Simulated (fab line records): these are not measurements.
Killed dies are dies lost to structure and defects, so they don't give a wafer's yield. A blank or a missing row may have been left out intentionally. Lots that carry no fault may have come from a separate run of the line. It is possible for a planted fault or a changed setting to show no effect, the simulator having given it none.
Matching of chambers / flow berkeley_cmos170 / UCB170_V2_CMP_02 on cmp-01: 4 sister chambers
The step polishes SiO2. 18 wafers are shown with their chamber, then 9 later ones without.

== WAFERS, EACH WITH ITS CHAMBER ==
wafer=L239.4; chamber=2; motor_current_A (A)=16.5
wafer=L239.5; chamber=0; motor_current_A (A)=18.3
wafer=L239.6; chamber=1; motor_current_A (A)=16.3
wafer=L240.1; chamber=3; motor_current_A (A)=17.7
wafer=L240.3; chamber=1; motor_current_A (A)=17.8
wafer=L240.4; chamber=2; motor_current_A (A)=15.5
wafer=L241.1; chamber=0; motor_current_A (A)=18.2
wafer=L241.2; chamber=1; motor_current_A (A)=16.9
wafer=L241.5; chamber=0; motor_current_A (A)=18.2
wafer=L242.1; chamber=3; motor_current_A (A)=18.4
wafer=L242.3; chamber=2; motor_current_A (A)=15.8
wafer=L242.4; chamber=1; motor_current_A (A)=17.7
wafer=L245.2; chamber=3; motor_current_A (A)=18.7
wafer=L245.3; chamber=2; motor_current_A (A)=16.1
wafer=L245.4; chamber=0; motor_current_A (A)=16.8
wafer=L250.2; chamber=0; motor_current_A (A)=18.1
wafer=L250.5; chamber=1; motor_current_A (A)=17.0
wafer=L250.6; chamber=0; motor_current_A (A)=17.2

SIGNATURES, as means of the wafers listed above
reading=motor_current_A; chamber 0=17.800; chamber 1=17.140; chamber 2=15.975; chamber 3=18.267; scatter within a chamber=0.575
Rule: for each reading, subtract the chamber's mean from the wafer's reading, divide by that reading's scatter and square the result; add these up over the readings and take the root, which gives the wafer's distance from the chamber. If the next closest chamber is less than 2 further off than the closest, the wafer can't be placed; otherwise it belongs to the closest. How the scatter is found: for the shown wafers, subtract from each reading the mean of its chamber, square and add these, divide the total by (wafers less chambers), then take the root.

== WAFERS WHOSE CHAMBER IS MISSING ==
wafer=L255.1; motor_current_A (A)=17.1
wafer=L255.5; motor_current_A (A)=16.4
wafer=L255.6; motor_current_A (A)=17.4
wafer=L258.2; motor_current_A (A)=15.9
wafer=L258.4; motor_current_A (A)=17.5
wafer=L258.6; motor_current_A (A)=16.4
wafer=L261.2; motor_current_A (A)=17.5
wafer=L261.3; motor_current_A (A)=15.4
wafer=L261.6; motor_current_A (A)=16.0

== THE CHAMBER EACH PASSED THROUGH ==
wafer=L255.1; from the rows above=can't be placed: 1 or 0 or 2 or 3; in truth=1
wafer=L255.5; from the rows above=can't be placed: 2 or 1 or 0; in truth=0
wafer=L255.6; from the rows above=can't be placed: 1 or 0 or 3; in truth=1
wafer=L258.2; from the rows above=2; in truth=2
wafer=L258.4; from the rows above=can't be placed: 0 or 1 or 3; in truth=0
wafer=L258.6; from the rows above=can't be placed: 2 or 1 or 0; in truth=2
wafer=L261.2; from the rows above=can't be placed: 0 or 1 or 3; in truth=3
wafer=L261.3; from the rows above=2; in truth=2
wafer=L261.6; from the rows above=can't be placed: 2 or 1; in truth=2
Correctly placed: 2 of 9. Cannot be placed on the basis of these rows: 7; the candidates contain the true chamber in 7. Placed wrongly: 0.
